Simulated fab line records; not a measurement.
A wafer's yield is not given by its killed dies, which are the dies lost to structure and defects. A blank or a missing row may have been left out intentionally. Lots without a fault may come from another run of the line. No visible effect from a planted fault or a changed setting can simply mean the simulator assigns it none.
fab line records | flow ritCmos
record: lots: 14 wafers: 42 lastDay: 6
route steps=202 shown NWELL@35
lots that met no fault: from a run of the same line without faults
startH: hours from the record's first day to the start of the lot's first wafer shown | waitH: how many hours have passed since the lot's step before this one | " as in the row above | L1.1+2: a row that stands for several wafers | - no value present, or no start provided | * or withheld: withheld | < > ~ a bound
route shown NAME@n: names a module that has steps shown in the file, with the first one's number in the route | usual: mean/standard deviation of fault-free wafers | same: alike in all rows | chamber/n: place in a boat | sites: readings site by site | _std_site: the standard deviation of these | _edge_site: the outer-site mean with the inner-site mean subtracted | radiusMm: for every site, how far away it sits from the centre of the wafer | mask NAME#n: copy n | behind: the tool/chamber that last shaped the wafer | hold: reason for holding the lot/hours on hold/outcome of the hold | device: which transistor (n, p or np) failed to switch | end of line: at the end of the route, the tests of the same wafers | a step with no rows: only its recipe | killed: not the wafer's yield, but the dies lost to structure and defects at the first sort | map: the dies of a wafer, with x for killed, . for not killed, _ for no die there
set.NAME: setting as actually run; set.NAME@STEP: the setting as run at that earlier step | model.NAME: the simulator's own value behind a step, which no gauge read
one table for each step of the route and one row for each wafer, over a sample of lots
== steps ==
step: RIT_NWELL_HARDBAKE_07
recipe: resist: NOVOLAK tempC: 140 timeS: 120
usual: heaterPowerTotalW: 52.02/0.064 plateTempC: 140.03/0.12
columns lot.wafer tool chamber startH waitH heaterPowerTotalW plateTempC
L858.1 lithoTrack-03 0 22.15 0.0 52.18 140.21
L858.5 " 0 " " 51.94 140.11
L858.6 " 0 " " 52.01 140.04
L862.2 lithoTrack-01 0 41.08 0.1 52.12 139.98
L862.4 " 0 " " 51.89 140.07
L862.6 " 0 " " 51.99 139.84
L863.1 lithoTrack-03 0 47.89 0.0 52.08 140.12
L863.3 " 0 " " 51.94 140.09
L863.6 " 0 " " 51.99 140.08
L864.2 lithoTrack-03 0 51.79 0.1 52.06 140.21
L864.4 " 0 " " 52.01 140.10
L864.5 " 0 " " 52.09 140.11
L865.1 lithoTrack-01 0 57.61 0.0 52.01 140.11
L865.4 " 0 " " 52.11 139.76
L865.6 " 0 " " 52.12 140.03
L866.1 lithoTrack-01 0 64.39 0.0 52.11 140.11
L866.5 " 0 " " 51.97 139.95
L866.6 " 0 " " 52.13 139.97
L867.1 lithoTrack-01 0 69.00 0.0 52.04 139.91
L867.2 " 0 " " 52.05 140.12
L867.3 " 0 " " 51.98 140.10
L868.1 lithoTrack-04 0 71.09 0.0 52.00 139.64
L868.5 " 0 " " 52.12 140.05
L868.6 " 0 " " 52.08 139.99
L869.2 lithoTrack-04 0 75.86 0.1 51.96 140.01
L869.4 " 0 " " 51.98 139.90
L869.5 " 0 " " 51.97 140.14
L870.1 lithoTrack-03 0 82.41 0.0 51.91 140.03
L870.2 " 0 " " 51.96 140.10
L870.4 " 0 " " 52.16 140.01
L871.1 lithoTrack-03 0 87.40 0.0 52.03 139.93
L871.4 " 0 " " 51.95 139.97
L871.5 " 0 " " 52.15 140.12
L874.2 lithoTrack-03 0 102.07 0.1 51.52 139.17
L874.4 " 0 " " 51.61 139.10
L874.5 " 0 " " 51.55 139.14
L875.2 lithoTrack-04 0 106.87 0.1 52.03 140.07
L875.5 " 0 " " 52.16 140.02
L875.6 " 0 " " 52.12 140.07
L876.3 lithoTrack-03 0 112.09 0.1 51.52 138.98
L876.5 " 0 " " 51.47 139.04
L876.6 " 0 " " 51.53 139.17
== key ==
firstSign: step: RIT_NWELL_HARDBAKE_07 reading: heaterPowerTotalW direction: down sigmas: 7.7 usual: 52.02 struck: 51.53
effect: step: RIT_NWELL_HARDBAKE_07 reading: plateTempC direction: down sigmas: 7.6 usual: * struck: *
metAt RIT_NWELL_HARDBAKE_07
struckLots L874,L876
testerLeftOut L874,L876
onsetBetween 87.40 102.07
fault: kind: processParameterDrift tool: lithoTrack-03 chamber: - onsetH: 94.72 steps: RIT_NWELL_HARDBAKE_07 channel: tempC offset: * shape: step endH: 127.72 actsIn: * stated: *
testerLeftOut: of these lots the tester's yield and bins aren't shown, on N5 and GAA mostly nor the transistor test; their killed dies are dies lost to structure and defects alone, not to doping, threshold or leakage, so they don't give the yield
